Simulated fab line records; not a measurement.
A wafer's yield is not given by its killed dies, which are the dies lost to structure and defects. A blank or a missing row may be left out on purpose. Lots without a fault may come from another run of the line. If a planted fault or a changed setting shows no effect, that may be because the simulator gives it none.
Lot-split experiment	flow berkeleyCmos170	23 wafers read from 5 lots, route of 331 steps

== ABOUT THE SPLIT ==
At UCB170_NWELL_IMPLANT_14, the setting energyKev was moved away from the recipe's 150 on 8 of the 23 wafers read, by -5.7% to -1.7%. The other wafers ran this setting at the recipe's value.

The split's own step is where the reading is taken.

== THE READING ==
In nm, at UCB170_NWELL_IMPLANT_14: implant.drpNm, which is the simulator's own figure and was read by no gauge. No usual value for it is given in the file.

wafer	tool, chamber at the split	energyKev as run	against the recipe	implant.drpNm, nm	against lot-mates on the recipe
L075.1	implanter-01, 0	142.3	-5.1%	60.19	-2.53
L075.2	implanter-01, 0	142.3	-5.1%	60.19	-2.53
L075.6	implanter-01, 0	142.3	-5.1%	60.19	-2.53
L075.3	implanter-01, 0	150	recipe	62.72	-
L075.5	implanter-01, 0	150	recipe	62.72	-
L077.1	implanter-01, 0	150	recipe	62.72	-
L077.2	implanter-01, 0	150	recipe	62.72	-
L077.3	implanter-01, 0	150	recipe	62.72	-
L077.4	implanter-01, 0	150	recipe	62.72	-
L077.6	implanter-01, 0	150	recipe	62.72	-
L079.1	implanter-04, 0	150	recipe	62.72	-
L079.2	implanter-04, 0	150	recipe	62.72	-
L079.5	implanter-04, 0	150	recipe	62.72	-
L084.1	implanter-03, 0	150	recipe	62.72	-
L084.2	implanter-03, 0	150	recipe	62.72	-
L084.5	implanter-03, 0	150	recipe	62.72	-
L084.3	implanter-03, 0	147.4	-1.7%	61.88	-0.84
L084.6	implanter-03, 0	147.4	-1.7%	61.88	-0.84
L085.1	implanter-03, 0	141.4	-5.7%	59.89	-2.83
L085.2	implanter-03, 0	141.4	-5.7%	59.89	-2.83
L085.4	implanter-03, 0	141.4	-5.7%	59.89	-2.83
L085.3	implanter-03, 0	150	recipe	62.72	-
L085.6	implanter-03, 0	150	recipe	62.72	-

THE FIT
A straight line over all 23 wafers: implant.drpNm changes by +0.493 nm for each +1% of energyKev; r = +1.00; the points scatter about the line by 0.0045 nm.
The same after taking each lot's own level away (the mean of its wafers on the recipe; 23 wafers): +0.493 nm for each +1%; r = +1.00; scatter 0.0045 nm.
The reading moves by 2.8 nm for the largest change in energyKev, on that fit.
The lots' own levels span 62.720 to 62.720 nm.
Consequently the slope shifts little with the lot-to-lot level, the two slopes agreeing.
Check: -2.83 nm against its lot-mates is what the line predicts for one of the wafers moved furthest among these (-5.7%) when that wafer is left out of the fit. It came out at -2.83 nm against them.

== FURTHER SPLITS ON THESE WAFERS ==
Before the reading, these wafers also passed through other splits. Each is held against what the fit with the lots' levels taken away leaves over:
other split on the same wafers	wafers away from the commonest value	r with implant.drpNm (lot level and that fit taken away)
UCB170_START_OXIDATION_02 tempC	5	+0.01
UCB170_ZERO_COAT_01 spinRpm	8	-0.24

== THE WHOLE CHAIN: every reading that the file lists as answering this split, in the file's order ==
step	what it does	reading	change (the file's fit)	r (the file's)
UCB170_NWELL_IMPLANT_14		implant.rpNm (the simulator's own value, which no gauge read)	+1.93 nm for each +1% of the setting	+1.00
UCB170_NWELL_IMPLANT_14		implant.drpNm (the simulator's own value, which no gauge read)	+0.494 nm for each +1% of the setting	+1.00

== THE FILE'S OWN FIT ==
implant.drpNm changes by +0.494 nm for each +1% of energyKev, r = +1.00.
